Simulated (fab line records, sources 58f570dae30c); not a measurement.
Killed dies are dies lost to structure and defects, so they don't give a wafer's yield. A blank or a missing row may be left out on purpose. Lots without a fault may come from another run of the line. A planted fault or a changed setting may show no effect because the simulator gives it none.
Which tool did it? | flow berkeley_cmos170 | 13 lots, 39 wafers sampled, at 5 steps of a route of 331

WHAT THE GAUGES READ, wafer by wafer
UCB170_M1_CD_MEAS_09: target cd 700 nm.
lot  | measured     | on        | cd_nm (nm)
L180 | day 7 14:44  | cd_sem-01 | 697.6 698.6 698.2
L183 | day 7 15:40  | cd_sem-02 | 703.3 703.6 702.9
L181 | day 7 15:19  | cd_sem-01 | 700.8 701.1 700.1
L179 | day 7 16:15  | cd_sem-01 | 697.4 697.0 698.1
L182 | day 7 16:32  | cd_sem-02 | 699.1 699.5 699.0
L185 | day 8 13:30  | cd_sem-02 | 699.9 699.7 701.1
L187 | day 8 15:52  | cd_sem-01 | 699.2 700.0 700.3
L184 | day 8 16:35  | cd_sem-01 | 700.3 700.6 701.2
L188 | day 9 11:55  | cd_sem-02 | 680.1 675.9 690.1
L193 | day 10 09:28 | cd_sem-02 | 698.7 696.6 698.3
L199 | day 11 01:49 | cd_sem-01 | 698.3 699.4 698.6
L201 | day 11 18:31 | cd_sem-02 | 698.7 697.3 697.5
L200 | day 11 18:14 | cd_sem-01 | 699.5 699.6 700.0

UCB170_V1_THK_MEAS_04.
lot  | measured     | on            | V1_POLISHED_THK (nm)
L180 | day 7 20:33  | film_metro-03 | 1000.3 1000.9 999.7
L183 | day 7 20:51  | film_metro-04 | 999.9 999.4 998.0
L181 | day 7 20:34  | film_metro-02 | 998.3 999.9 998.5
L179 | day 7 20:52  | film_metro-02 | 1001.5 999.9 1000.0
L182 | day 7 21:10  | film_metro-03 | 1000.8 998.7 1000.8
L185 | day 8 18:08  | film_metro-03 | 1000.8 999.8 1000.3
L187 | day 8 20:42  | film_metro-04 | 998.6 999.9 999.2
L184 | day 8 20:42  | film_metro-03 | 1000.6 1002.9 1001.5
L188 | day 9 17:17  | film_metro-04 | 999.1 999.7 999.5
L193 | day 10 16:46 | film_metro-02 | 1000.1 1000.7 1000.8
L199 | day 11 05:05 | film_metro-02 | 1000.2 1001.8 1000.7
L201 | day 11 23:04 | film_metro-03 | 997.7 1000.3 1001.6
L200 | day 11 22:45 | film_metro-03 | 999.2 1000.0 999.4

WHICH TOOL RAN EACH LOT (tool, then ch and the chambers of the sampled wafers, then the start)
lot  | UCB170_BACKSIDE_STRIP_03             | UCB170_M1_EXPOSE_06               | UCB170_M1_STRIP_13
L180 | plasma_asher-04 ch 0,1, day 7 06:47  | krf_scanner-01 ch 0, day 7 13:53  | plasma_asher-01 ch 0,1, day 7 15:04
L183 | plasma_asher-01 ch 0,1, day 7 06:56  | krf_scanner-01 ch 0, day 7 14:44  | plasma_asher-04 ch 0,1, day 7 16:00
L181 | plasma_asher-04 ch 0,1, day 7 07:14  | krf_scanner-02 ch 0, day 7 14:22  | plasma_asher-04 ch 0,1, day 7 15:37
L179 | plasma_asher-01 ch 0,1, day 7 07:21  | krf_scanner-01 ch 0, day 7 15:08  | plasma_asher-01 ch 0,1, day 7 16:34
L182 | plasma_asher-03 ch 0, day 7 07:23    | krf_scanner-01 ch 0, day 7 15:32  | plasma_asher-04 ch 0,1, day 7 16:50
L185 | plasma_asher-03 ch 0,1, day 8 06:17  | krf_scanner-01 ch 0, day 8 13:07  | plasma_asher-01 ch 0,1, day 8 13:48
L187 | plasma_asher-03 ch 0,1, day 8 07:08  | krf_scanner-01 ch 0, day 8 15:08  | plasma_asher-02 ch 0,1, day 8 16:11
L184 | plasma_asher-04 ch 0,1, day 8 07:47  | krf_scanner-02 ch 0, day 8 15:29  | plasma_asher-02 ch 0,1, day 8 16:54
L188 | plasma_asher-01 ch 0,1, day 9 03:26  | krf_scanner-01 ch 0, day 9 11:06  | plasma_asher-04 ch 0,1, day 9 12:14
L193 | plasma_asher-01 ch 0,1, day 9 21:11  | krf_scanner-02 ch 0, day 10 08:19 | plasma_asher-01 ch 0,1, day 10 09:47
L199 | plasma_asher-01 ch 0,1, day 10 15:56 | krf_scanner-02 ch 0, day 11 01:07 | plasma_asher-01 ch 0,1, day 11 02:07
L201 | plasma_asher-03 ch 0,1, day 11 09:39 | krf_scanner-02 ch 0, day 11 17:59 | plasma_asher-02 ch 0,1, day 11 18:51
L200 | plasma_asher-01 ch 1, day 11 09:41   | krf_scanner-02 ch 0, day 11 17:31 | plasma_asher-01 ch 0,1, day 11 18:32
- UCB170_BACKSIDE_STRIP_03: strips in O2.
- UCB170_M1_EXPOSE_06: exposes mask METAL1, target cd 700 nm.
- UCB170_M1_STRIP_13: strips in O2.

WHAT THE TOOLS THEMSELVES READ (means of the sampled wafers that have a number; where no wafer has one, the mark that the record gives instead)
UCB170_BACKSIDE_STRIP_03.
lot  | tool            | drypump_motor_current_A (A) | oes_product_au (a.u.) | strip_time_to_endpoint_s (s)
L180 | plasma_asher-04 | 6.2                         | 0.733                 | 21.85
L183 | plasma_asher-01 | 5.4                         | 0.732                 | 21.91
L181 | plasma_asher-04 | 6.3                         | 0.736                 | 21.98
L179 | plasma_asher-01 | 5.3                         | 0.731                 | 21.99
L182 | plasma_asher-03 | 5.6                         | 0.739                 | 21.98
L185 | plasma_asher-03 | 5.6                         | 0.733                 | 21.94
L187 | plasma_asher-03 | 5.5                         | 0.740                 | 21.99
L184 | plasma_asher-04 | 6.2                         | 0.734                 | 21.97
L188 | plasma_asher-01 | 5.3                         | 0.733                 | 22.02
L193 | plasma_asher-01 | 5.3                         | 0.734                 | 21.93
L199 | plasma_asher-01 | 5.3                         | 0.734                 | 21.94
L201 | plasma_asher-03 | 5.6                         | 0.733                 | 21.93
L200 | plasma_asher-01 | 5.6                         | 0.731                 | 22.02

UCB170_M1_EXPOSE_06.
lot  | tool           | exposure_dose_mJ_cm2
L180 | krf_scanner-01 | 20.940
L183 | krf_scanner-01 | 20.955
L181 | krf_scanner-02 | 20.921
L179 | krf_scanner-01 | 20.958
L182 | krf_scanner-01 | 20.959
L185 | krf_scanner-01 | 20.963
L187 | krf_scanner-01 | 20.913
L184 | krf_scanner-02 | 20.941
L188 | krf_scanner-01 | 20.543
L193 | krf_scanner-02 | 20.936
L199 | krf_scanner-02 | 20.968
L201 | krf_scanner-02 | 20.945
L200 | krf_scanner-02 | 20.959

UCB170_M1_STRIP_13.
lot  | tool            | drypump_motor_current_A (A) | oes_product_au (a.u.)
L180 | plasma_asher-01 | 5.4                         | 0.722
L183 | plasma_asher-04 | 6.3                         | 0.720
L181 | plasma_asher-04 | 6.2                         | 0.718
L179 | plasma_asher-01 | 5.4                         | 0.720
L182 | plasma_asher-04 | 6.3                         | 0.722
L185 | plasma_asher-01 | 5.5                         | 0.726
L187 | plasma_asher-02 | 5.2                         | 0.721
L184 | plasma_asher-02 | 5.2                         | 0.718
L188 | plasma_asher-04 | 6.3                         | 0.716
L193 | plasma_asher-01 | 5.4                         | 0.724
L199 | plasma_asher-01 | 5.4                         | 0.726
L201 | plasma_asher-02 | 5.5                         | 0.722
L200 | plasma_asher-01 | 5.5                         | 0.719

THE ANSWER, worked out from the rows above alone
Rule: what is usual is taken from the lots themselves. Put in order of their means at a reading, lots are off if they are a third of the lots or fewer, leave a main group of 4 or more, and stand apart from it by a gap of 3 or more times the standard deviation of the main group's means; of several such gaps the widest counts. A main group whose means are all the same, to the digits that the tables above print for the reading, isn't used. A lot without any number at a reading at which 4 lots or more have one is off too. The other lots that the step has rows for count as sound. The gauges are gone through in route order, then the tools' own readings, and for those a lot's mean is taken as printed above. The first step at which some lot is off is used, and at that step the reading that is off furthest; a lot without a number counts as furthest.
Off: L188, at UCB170_M1_CD_MEAS_09 (cd_nm). The main group: mean 699.5 nm, standard deviation 1.6.
A tool fits if, at a process step before that reading, it ran every lot that is off, and no sound lot after the first of them. The gauges at UCB170_M1_CD_MEAS_09 aren't tried: what is off there is off at UCB170_M1_EXPOSE_06 too, on other tools, and a gauge's error can't cause that. One fits: krf_scanner-01 at UCB170_M1_EXPOSE_06. Its last sound lot is L187 (day 8 15:08), its first lot that is off L188 (day 9 11:06): a fault that began between those two fits.
The tool's own readings at UCB170_M1_EXPOSE_06 bear it out: on the lots that are off they differ by more than 5 times the standard deviation of the sound lots' means. exposure_dose_mJ_cm2 reads 20.543 there against 20.947 on the sound lots.

WHAT THE SIMULATOR HAD PUT IN
Process parameter drift: krf_scanner-01, from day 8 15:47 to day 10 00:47, at UCB170_M1_EXPOSE_06. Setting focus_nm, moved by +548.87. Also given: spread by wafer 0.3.
Lots struck among those shown: L188. The rule above found the same.
